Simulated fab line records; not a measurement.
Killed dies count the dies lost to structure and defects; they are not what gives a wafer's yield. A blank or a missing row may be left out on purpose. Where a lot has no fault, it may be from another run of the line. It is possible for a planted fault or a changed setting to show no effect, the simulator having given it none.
fab line records + flow rit_cmos
record
- lots=6
- wafers=18
- last_day=6
route steps=202 shown PLDD@118 SPACER@125 M1@202
lots with no fault: from the same line, run without faults
start_h: start of the lot's first displayed wafer, in hours after the record's first day + wait_h: how many hours have passed since the lot's step before this one + " same as the row above + L1.1+2: one row covering several wafers at once + - no value present, or no start provided + * or withheld: withheld + < > ~ a bound
route shown NAME@n: NAME is a module with steps in the file, n the number in the route of the first one + usual: mean/standard deviation taken from wafers without a fault + same: alike in all rows + chamber/n: place in a boat + sites: each site's reading + _std_site: how widely they spread, as a standard deviation + _edge_site: mean of outer sites minus mean of inner sites + radius_mm: how far each site lies from the wafer's centre + mask NAME#n: copy n + behind: tool/chamber where the wafer was last shaped + hold: what put the lot on hold/how long, in hours/how the hold closed + device: transistor that didn't switch, given as n, p or np + end of line: at the end of the route, the tests of the same wafers + a step given without rows: its recipe and nothing more + killed: count of dies lost to structure and defects at first sort (not the wafer's yield) + map: per-die view of a wafer (x killed, . not killed, _ where there is no die)
set.NAME: the setting the step ran with; set.NAME@STEP: the setting that earlier step ran with + model.NAME: the simulator's own value behind a step, which no gauge read
certain route steps with their lots: each step a table, each wafer a row
services: from which hour (start_h, from the record's first day; less than 0 if before it) a tool's chamber was out of use, for how many hours, and why
## steps
# step RIT_PLDD_PEB_04
# recipe
- resist=NOVOLAK
- temp_c=withheld
- time_s=withheld
# step RIT_PLDD_DEVELOP_05
# recipe
- resist=NOVOLAK
- develop_time_s=50
- dev_temp_c=23
# step RIT_PLDD_OVL_MEAS_06
# usual
- PLDD_OVL=0.7/1.5
| lot.wafer | tool       | chamber | start_h | wait_h | PLDD_OVL[nm] |
|-----------|------------|---------|---------|--------|--------------|
| L492.2    | overlay-01 | -       | 54.71   | -      | 0.4          |
| L492.3    | "          | -       | "       | "      | 1.3          |
| L492.4    | "          | -       | "       | "      | 0.7          |
| L501.2    | overlay-01 | -       | 108.19  | -      | -1.1         |
| L501.3    | "          | -       | "       | "      | -1.2         |
| L501.6    | "          | -       | "       | "      | -0.3         |
| L502.2    | overlay-02 | -       | 113.66  | -      | 1.1          |
| L502.3    | "          | -       | "       | "      | 0.7          |
| L502.5    | "          | -       | "       | "      | 0.2          |
| L503.2    | overlay-02 | -       | 115.68  | -      | 0.8          |
| L503.3    | "          | -       | "       | "      | 1.1          |
| L503.6    | "          | -       | "       | "      | 1.6          |
| L504.1    | overlay-01 | -       | 119.45  | -      | 3.1          |
| L504.3    | "          | -       | "       | "      | 2.5          |
| L504.4    | "          | -       | "       | "      | 2.6          |
| L506.1    | overlay-02 | -       | 132.50  | -      | 1.6          |
| L506.3    | "          | -       | "       | "      | 2.2          |
| L506.5    | "          | -       | "       | "      | 1.7          |
# step RIT_PLDD_HARDBAKE_07
# recipe
- resist=NOVOLAK
- temp_c=140
- time_s=60
# step RIT_PLDD_IMPLANT_08
# recipe
- species=BF2
- energy_kev=20
- dose_cm2=9e+14
- tilt_deg=7
# step RIT_PLDD_STRIP_09
# recipe
- chemistry=O2
- time_s=180
- resist=NOVOLAK
- platen_temp_c=withheld
- power_w=500
- pressure_mtorr=4000
- o2_flow_sccm=4000
# usual
- drypump_motor_current_A=6.0/0.47
| lot.wafer | tool            | chamber | start_h | wait_h | drypump_motor_current_A | rf_hours_counter_h |
|-----------|-----------------|---------|---------|--------|-------------------------|--------------------|
| L492.2    | plasma_asher-03 | 1       | 55.04   | 0.1    | 5.7                     | 41                 |
| L492.3    | "               | 0       | "       | "      | 6.0                     | -                  |
| L492.4    | "               | 1       | "       | "      | 5.7                     | -                  |
| L501.2    | plasma_asher-03 | 0       | 108.52  | 0.1    | 6.0                     | 46                 |
| L501.3    | "               | 0       | "       | "      | 6.0                     | -                  |
| L501.6    | "               | 1       | "       | "      | 5.7                     | -                  |
| L502.2    | plasma_asher-04 | 0       | 114.13  | 0.1    | 6.3                     | 48                 |
| L502.3    | "               | 1       | "       | "      | 6.7                     | -                  |
| L502.5    | "               | 0       | "       | "      | 6.3                     | -                  |
| L503.2    | plasma_asher-03 | 0       | 116.01  | 0.1    | 6.0                     | 48                 |
| L503.3    | "               | 1       | "       | "      | 5.7                     | -                  |
| L503.6    | "               | 0       | "       | "      | 6.0                     | -                  |
| L504.1    | plasma_asher-04 | 1       | 119.78  | 0.1    | 6.7                     | 48                 |
| L504.3    | "               | 1       | "       | "      | 6.7                     | -                  |
| L504.4    | "               | 0       | "       | "      | 6.3                     | -                  |
| L506.1    | plasma_asher-03 | 1       | 132.83  | 0.1    | 5.7                     | 50                 |
| L506.3    | "               | 1       | "       | "      | 5.7                     | -                  |
| L506.5    | "               | 1       | "       | "      | 5.7                     | -                  |
# step RIT_PLDD_TW_MEAS_10
# usual
- PLDD_TW=2330/18
| lot.wafer | tool          | chamber | start_h | wait_h | PLDD_TW |
|-----------|---------------|---------|---------|--------|---------|
| L492.2    | film_metro-02 | -       | 55.22   | 0.1    | 2298    |
| L492.3    | "             | -       | "       | "      | 2313    |
| L492.4    | "             | -       | "       | "      | 2313    |
| L501.2    | film_metro-02 | -       | 108.71  | 0.1    | 2299    |
| L501.3    | "             | -       | "       | "      | 2309    |
| L501.6    | "             | -       | "       | "      | 2301    |
| L502.2    | film_metro-01 | -       | 114.31  | 0.1    | 2331    |
| L502.3    | "             | -       | "       | "      | 2334    |
| L502.5    | "             | -       | "       | "      | 2328    |
| L503.2    | film_metro-01 | -       | 116.19  | 0.1    | 2331    |
| L503.3    | "             | -       | "       | "      | 2324    |
| L503.6    | "             | -       | "       | "      | 2334    |
| L504.1    | film_metro-01 | -       | 119.96  | 0.1    | 2330    |
| L504.3    | "             | -       | "       | "      | 2324    |
| L504.4    | "             | -       | "       | "      | 2326    |
| L506.1    | film_metro-02 | -       | 133.01  | 0.1    | 2314    |
| L506.3    | "             | -       | "       | "      | 2328    |
| L506.5    | "             | -       | "       | "      | 2313    |
# step RIT_SPACER_CLEAN_00
# recipe
- chemistry=SC1
- mix=3:3:50
- time_s=600
- temp_c=75
# step RIT_SPACER_CLEAN_01
# recipe
- chemistry=dHF
- dilution=50:1
- time_s=30
# step RIT_SPACER_CLEAN_02
# recipe
- chemistry=SC2
- mix=3:3:50
- time_s=600
- temp_c=75
- dry=n2_spin
# step RIT_SPACER_CVD_03
# recipe
- material=Si3N4
- target_thk_nm=250
- temp_c=810
- precursor=SiH2Cl2/NH3
- time_s=3300
- pressure_mtorr=300
- sih2cl2_flow_sccm=60
- nh3_flow_sccm=150
# step RIT_SPACER_THK_MEAS_04
# recipe
- reads=Si3N4_of_SPACER_CVD_03
# usual
- SPACER_NITRIDE_THK=249.4/2.5
| lot.wafer | tool          | chamber | start_h | wait_h | SPACER_NITRIDE_THK[nm] |
|-----------|---------------|---------|---------|--------|------------------------|
| L492.2    | film_metro-04 | -       | 57.57   | 0.0    | 253.9                  |
| L492.3    | "             | -       | "       | "      | 252.6                  |
| L492.4    | "             | -       | "       | "      | 255.1                  |
| L501.2    | film_metro-04 | -       | 111.26  | 0.0    | 251.0                  |
| L501.3    | "             | -       | "       | "      | 251.0                  |
| L501.6    | "             | -       | "       | "      | 251.1                  |
| L502.2    | film_metro-01 | -       | 116.66  | 0.0    | 248.6                  |
| L502.3    | "             | -       | "       | "      | 249.6                  |
| L502.5    | "             | -       | "       | "      | 247.6                  |
| L503.2    | film_metro-04 | -       | 118.54  | 0.0    | 250.5                  |
| L503.3    | "             | -       | "       | "      | 248.5                  |
| L503.6    | "             | -       | "       | "      | 249.9                  |
| L504.1    | film_metro-04 | -       | 122.54  | 0.0    | 248.6                  |
| L504.3    | "             | -       | "       | "      | 248.6                  |
| L504.4    | "             | -       | "       | "      | 246.4                  |
| L506.1    | film_metro-01 | -       | 135.37  | 0.0    | 249.6                  |
| L506.3    | "             | -       | "       | "      | 246.5                  |
| L506.5    | "             | -       | "       | "      | 247.1                  |
# step RIT_SPACER_ETCHBACK_05
# recipe
- target_depth_a=2500
- SF6_flow_sccm=30
- CHF3_flow_sccm=30
- target=Si3N4
- chemistry=SF6/CHF3
- pressure_mtorr=40
- rf_w=250
- time_s=240
- stop_on=SiO2
# usual
- drypump_motor_current_A=5.7/0.4
- oes_product_au=0.844/0.015
- throttle_valve_pct=10.33/0.19
| lot.wafer | tool        | chamber | start_h | wait_h | drypump_motor_current_A | oes_product_au | rf_hours_counter_h | throttle_valve_pct | model.etch.depth_nm | model.poly-Si_of_GATE_CVD_08.thk_nm | model.Si3N4_of_SPACER_CVD_03.thk_nm |
|-----------|-------------|---------|---------|--------|-------------------------|----------------|--------------------|--------------------|---------------------|-------------------------------------|-------------------------------------|
| L492.2    | rie_diel-02 | 3       | 57.62   | 0.0    | 5.4                     | 0.862          | 91                 | 10.39              | 253.9               | 170.1                               | 198.2                               |
| L492.3    | "           | 2       | "       | "      | 6.6                     | 0.883          | 158                | 10.42              | 252.6               | 169.4                               | 196.2                               |
| L492.4    | "           | 3       | "       | "      | 5.4                     | 0.876          | -                  | 10.40              | 255.1               | 168.5                               | 199.3                               |
| L501.2    | rie_diel-02 | 2       | 111.31  | 0.0    | 6.7                     | 0.741          | 159                | 10.38              | 200                 | 187.4                               | 216.2                               |
| L501.3    | "           | 0       | "       | "      | 5.7                     | 0.688          | 0                  | 10.48              | 190.6               | 187.9                               | 218                                 |
| L501.6    | "           | 2       | "       | "      | 6.6                     | 0.740          | -                  | 10.36              | 199.2               | 187.1                               | 216.7                               |
| L502.2    | rie_diel-01 | 2       | 116.71  | 0.0    | 6.0                     | 0.832          | 48                 | 10.46              | 248.5               | 166.6                               | 194.6                               |
| L502.3    | "           | 0       | "       | "      | 5.2                     | 0.825          | 120                | 10.35              | 249.5               | 165.9                               | 195.1                               |
| L502.5    | "           | 3       | "       | "      | 5.8                     | 0.836          | -                  | 10.00              | 247.6               | 168.6                               | 194.7                               |
| L503.2    | rie_diel-02 | 3       | 118.59  | 0.0    | 5.4                     | 0.730          | 93                 | 10.34              | 198.1               | 194.7                               | 216                                 |
| L503.3    | "           | 1       | "       | "      | 5.5                     | 0.736          | 54                 | 10.40              | 200.4               | 194.1                               | 214                                 |
| L503.6    | "           | 1       | "       | "      | 5.5                     | 0.731          | -                  | 10.41              | 200                 | 190.9                               | 215.2                               |
| L504.1    | rie_diel-01 | 0       | 122.60  | 0.1    | 5.2                     | 0.815          | 120                | 10.32              | 248.3               | 163.2                               | 194.1                               |
| L504.3    | "           | 2       | "       | "      | 6.0                     | 0.832          | 48                 | 10.45              | 248.5               | 162.8                               | 195                                 |
| L504.4    | "           | 1       | "       | "      | 5.6                     | 0.834          | 0                  | 10.51              | 246.6               | 164.1                               | 194.8                               |
| L506.1    | rie_diel-03 | 2       | 135.43  | 0.1    | 5.2                     | 0.841          | 143                | 10.27              | 249.8               | 167.7                               | 195.3                               |
| L506.3    | "           | 1       | "       | "      | 5.5                     | 0.826          | 64                 | 10.43              | 246.5               | 167.3                               | 192.2                               |
| L506.5    | "           | 1       | "       | "      | 5.5                     | 0.816          | -                  | 10.43              | 247                 | 167.1                               | 191.6                               |
# step RIT_M1_PROBE_99
# usual
- killed_at_contacts=0.1/0.23
- killed_at_front_end=7/3.1
- killed_dies=7/3.1
- killed_on_rim=1.8/1.4
- killed_open=3.3/2
- killed_short=3.6/1.9
# same
- gross_dies=264
- killed_at_M0_to_M3=0
- killed_at_M4_up=0
- killed_at_back_side=0
- killed_at_other=0
| lot.wafer | tool      | chamber | start_h | wait_h | killed_at_contacts | killed_at_front_end | killed_dies | killed_on_rim | killed_open | killed_short |
|-----------|-----------|---------|---------|--------|--------------------|---------------------|-------------|---------------|-------------|--------------|
| L492.2    | prober-02 | -       | 68.61   | 0.1    | 0                  | 5                   | 5           | 1             | 5           | 0            |
| L492.3    | prober-02 | -       | 68.66   | 0.2    | 0                  | 14                  | 14          | 2             | 9           | 5            |
| L492.4    | prober-02 | -       | 68.71   | 0.2    | 0                  | 8                   | 8           | 0             | 3           | 5            |
| L501.2    | prober-01 | -       | 122.77  | 0.1    | 0                  | 264                 | 264         | 70            | 0           | 0            |
| L501.3    | prober-01 | -       | 122.82  | 0.2    | 0                  | 264                 | 264         | 70            | 8           | 3            |
| L501.6    | prober-01 | -       | 122.97  | 0.2    | 0                  | 264                 | 264         | 70            | 4           | 0            |
| L502.2    | prober-02 | -       | 127.69  | 0.1    | 0                  | 9                   | 9           | 1             | 6           | 3            |
| L502.3    | prober-02 | -       | 127.74  | 0.2    | 0                  | 7                   | 7           | 2             | 3           | 4            |
| L502.5    | prober-02 | -       | 127.84  | 0.2    | 0                  | 6                   | 6           | 1             | 4           | 2            |
| L503.2    | prober-01 | -       | 129.43  | 0.1    | 1                  | 263                 | 264         | 70            | 5           | 4            |
| L503.3    | prober-01 | -       | 129.48  | 0.2    | 0                  | 264                 | 264         | 70            | 1           | 6            |
| L503.6    | prober-01 | -       | 129.63  | 0.2    | 0                  | 264                 | 264         | 70            | 3           | 4            |
| L504.1    | prober-02 | -       | 133.62  | 0.1    | 0                  | 3                   | 3           | 1             | 1           | 2            |
| L504.3    | prober-02 | -       | 133.72  | 0.2    | 0                  | 7                   | 7           | 3             | 4           | 3            |
| L504.4    | prober-02 | -       | 133.77  | 0.2    | 0                  | 7                   | 7           | 1             | 2           | 5            |
| L506.1    | prober-02 | -       | 146.73  | 0.1    | 0                  | 5                   | 5           | 0             | 3           | 2            |
| L506.3    | prober-02 | -       | 146.83  | 0.2    | 0                  | 4                   | 4           | 0             | 2           | 2            |
| L506.5    | prober-02 | -       | 146.93  | 0.2    | 0                  | 5                   | 5           | 1             | 4           | 1            |
# killed by level:class
L492.2 SILICIDE:geometric_particle:open=3 GATE:geometric_particle:open=2
L492.3 GATE:geometric_particle:open=3 FOX1:geometric_particle:short=2 FOX1:geometric_particle:open=2 GATE:geometric_particle:short=2 REOX:geometric_particle:open=2 FOX2:geometric_particle:open=1 SPACER:geometric_particle:short=1 SPACER:geometric_particle:open=1
L492.4 GATE:geometric_particle:short=3 ACTIVE:geometric_particle:open=1 FOX2:geometric_particle:short=1 REOX:geometric_particle:open=1 SPACER:geometric_particle:open=1 SILICIDE:geometric_particle:short=1
L501.2 SPACER:area_etchback=264
L501.3 SPACER:area_etchback=253 REOX:geometric_particle:open=3 GATE:geometric_particle:open=2 SILICIDE:geometric_particle:open=2 SILICIDE:geometric_particle:short=2 FOX1:geometric_particle:open=1 GATE:geometric_particle:short=1
L501.6 SPACER:area_etchback=260 SILICIDE:geometric_particle:open=2 FOX1:geometric_particle:open=1 REOX:geometric_particle:open=1
L502.2 FOX1:geometric_particle:open=3 ACTIVE:geometric_particle:open=1 ACTIVE:geometric_particle:short=1 GATE:geometric_particle:open=1 GATE:geometric_particle:short=1 SILICIDE:geometric_particle:short=1 SILICIDE:geometric_particle:open=1
L502.3 GATE:geometric_particle:short=2 FOX2:geometric_particle:open=1 FOX2:geometric_particle:short=1 GATE:geometric_particle:open=1 REOX:geometric_particle:open=1 SILICIDE:geometric_particle:short=1
L502.5 GATE:geometric_particle:open=3 GATE:geometric_particle:short=1 REOX:geometric_particle:open=1 SILICIDE:geometric_particle:short=1
L503.2 SPACER:area_etchback=255 FOX1:geometric_particle:short=2 GATE:geometric_particle:open=2 FOX1:geometric_particle:open=1 FOX2:geometric_particle:open=1 REOX:geometric_particle:open=1 SPACER:geometric_particle:short=1 CONTACT:geometric_particle:short=1
L503.3 SPACER:area_etchback=257 REOX:geometric_particle:short=4 FOX1:geometric_particle:short=1 SPACER:geometric_particle:open=1 SPACER:geometric_particle:short=1
L503.6 SPACER:area_etchback=257 REOX:geometric_particle:short=2 REOX:geometric_particle:open=2 GATE:geometric_particle:short=1 SILICIDE:geometric_particle:short=1 SILICIDE:geometric_particle:open=1
L504.1 FOX2:geometric_particle:short=1 SPACER:geometric_particle:short=1 SILICIDE:geometric_particle:open=1
L504.3 GATE:geometric_particle:short=2 FOX1:geometric_particle:open=1 GATE:geometric_particle:open=1 SPACER:geometric_particle:short=1 SPACER:geometric_particle:open=1 SILICIDE:geometric_particle:open=1
L504.4 GATE:geometric_particle:short=2 SILICIDE:geometric_particle:short=2 FOX1:geometric_particle:open=1 GATE:geometric_particle:open=1 SPACER:geometric_particle:short=1
L506.1 GATE:geometric_particle:open=2 FOX2:geometric_particle:short=1 REOX:geometric_particle:short=1 SILICIDE:geometric_particle:open=1
L506.3 FOX1:geometric_particle:open=1 FOX2:geometric_particle:short=1 GATE:geometric_particle:open=1 SPACER:geometric_particle:short=1
L506.5 REOX:geometric_particle:open=2 GATE:geometric_particle:open=1 GATE:geometric_particle:short=1 SILICIDE:geometric_particle:open=1
# map L501.2 (x killed, . not)
________xxxxxxx_______
_____xxxxxxxxxxxxx____
____xxxxxxxxxxxxxxx___
___xxxxxxxxxxxxxxxxx__
__xxxxxxxxxxxxxxxxxxx_
__xxxxxxxxxxxxxxxxxxx_
_xxxxxxxxxxxxxxxxxxxxx
_xxxxxxxxxxxxxxxxxxxxx
_xxxxxxxxxxxxxxxxxxxxx
_xxxxxxxxxxxxxxxxxxxxx
__xxxxxxxxxxxxxxxxxxx_
__xxxxxxxxxxxxxxxxxxx_
___xxxxxxxxxxxxxxxxx__
____xxxxxxxxxxxxxxx___
_____xxxxxxxxxxxxx____
________xxxxxxx_______
# map L503.2 (x killed, . not)
________xxxxxxx_______
_____xxxxxxxxxxxxx____
____xxxxxxxxxxxxxxx___
___xxxxxxxxxxxxxxxxx__
__xxxxxxxxxxxxxxxxxxx_
__xxxxxxxxxxxxxxxxxxx_
_xxxxxxxxxxxxxxxxxxxxx
_xxxxxxxxxxxxxxxxxxxxx
_xxxxxxxxxxxxxxxxxxxxx
_xxxxxxxxxxxxxxxxxxxxx
__xxxxxxxxxxxxxxxxxxx_
__xxxxxxxxxxxxxxxxxxx_
___xxxxxxxxxxxxxxxxx__
____xxxxxxxxxxxxxxx___
_____xxxxxxxxxxxxx____
________xxxxxxx_______
## services
| tool            | chamber | start_h | hours | kind           |
|-----------------|---------|---------|-------|----------------|
| rie_diel-02     | 0       | 53.74   | -     | clean          |
| rie_diel-02     | 0       | 53.74   | 27.6  | scheduled_down |
| rie_diel-02     | 0       | 53.74   | 27.6  | vent_cycle     |
| rie_diel-02     | 1       | 77.89   | 7.6   | repair         |
| rie_diel-01     | -       | 80.40   | 0.5   | repair         |
| plasma_asher-04 | -       | 82.67   | 4.3   | pm             |
| rie_diel-01     | 1       | 90.89   | 4.3   | repair         |
| plasma_asher-03 | -       | 92.75   | 3.4   | repair         |
| rie_diel-03     | 0       | 94.63   | 17.8  | repair         |
| rie_diel-01     | 1       | 95.66   | -     | clean          |
| rie_diel-01     | 1       | 95.66   | 14.0  | scheduled_down |
| rie_diel-01     | 1       | 95.66   | 14.0  | vent_cycle     |
| plasma_asher-04 | -       | 100.14  | 10.0  | pm             |
| rie_diel-02     | 2       | 111.65  | -     | clean          |
| rie_diel-02     | 2       | 111.65  | 29.0  | scheduled_down |
| rie_diel-02     | 2       | 111.65  | 29.0  | vent_cycle     |
| rie_diel-03     | 2       | 123.99  | 8.1   | repair         |
| rie_diel-03     | 0       | 132.12  | -     | clean          |
| rie_diel-03     | 0       | 132.12  | 12.7  | scheduled_down |
| rie_diel-03     | 0       | 132.12  | 12.7  | vent_cycle     |
## key
first_sign
- step=RIT_SPACER_ETCHBACK_05
- reading=oes_product_au
- direction=down
- sigmas=7.5
- usual=0.844
- struck=0.728
effect
- step=RIT_M1_PROBE_99
- reading=killed_dies
- direction=up
- sigmas=84
- usual=7
- struck=264
model_effect
- step=RIT_SPACER_ETCHBACK_05
- value=etch.depth_nm
- without=250.3
- struck=198.1
more_kills_born_at
- RIT_SPACER_ETCHBACK_05@rie_diel-02=1546
met_at RIT_SPACER_ETCHBACK_05
struck_wafers L501.2,L501.3,L501.6,L503.2,L503.3,L503.6
later_rows_left_out L501.2,L501.3,L501.6,L503.2,L503.3,L503.6
tester_left_out L501,L503
onset_between 57.62 111.31
fault
- kind=process_parameter_drift
- tool=rie_diel-02
- chamber=-
- onset_h=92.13
- steps=RIT_SPACER_ETCHBACK_05
- channel=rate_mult
- offset=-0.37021
- shape=step
- end_h=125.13
# tester_left_out: of these lots the tester's yield and bins aren't shown, on N5 and GAA mostly nor the transistor test; their killed dies are dies lost to structure and defects alone, not to doping, threshold or leakage, so they don't give the yield
# later_rows_left_out: the simulator's readings of these wafers behind a module that went badly wrong aren't trusted and aren't shown, but for the sort
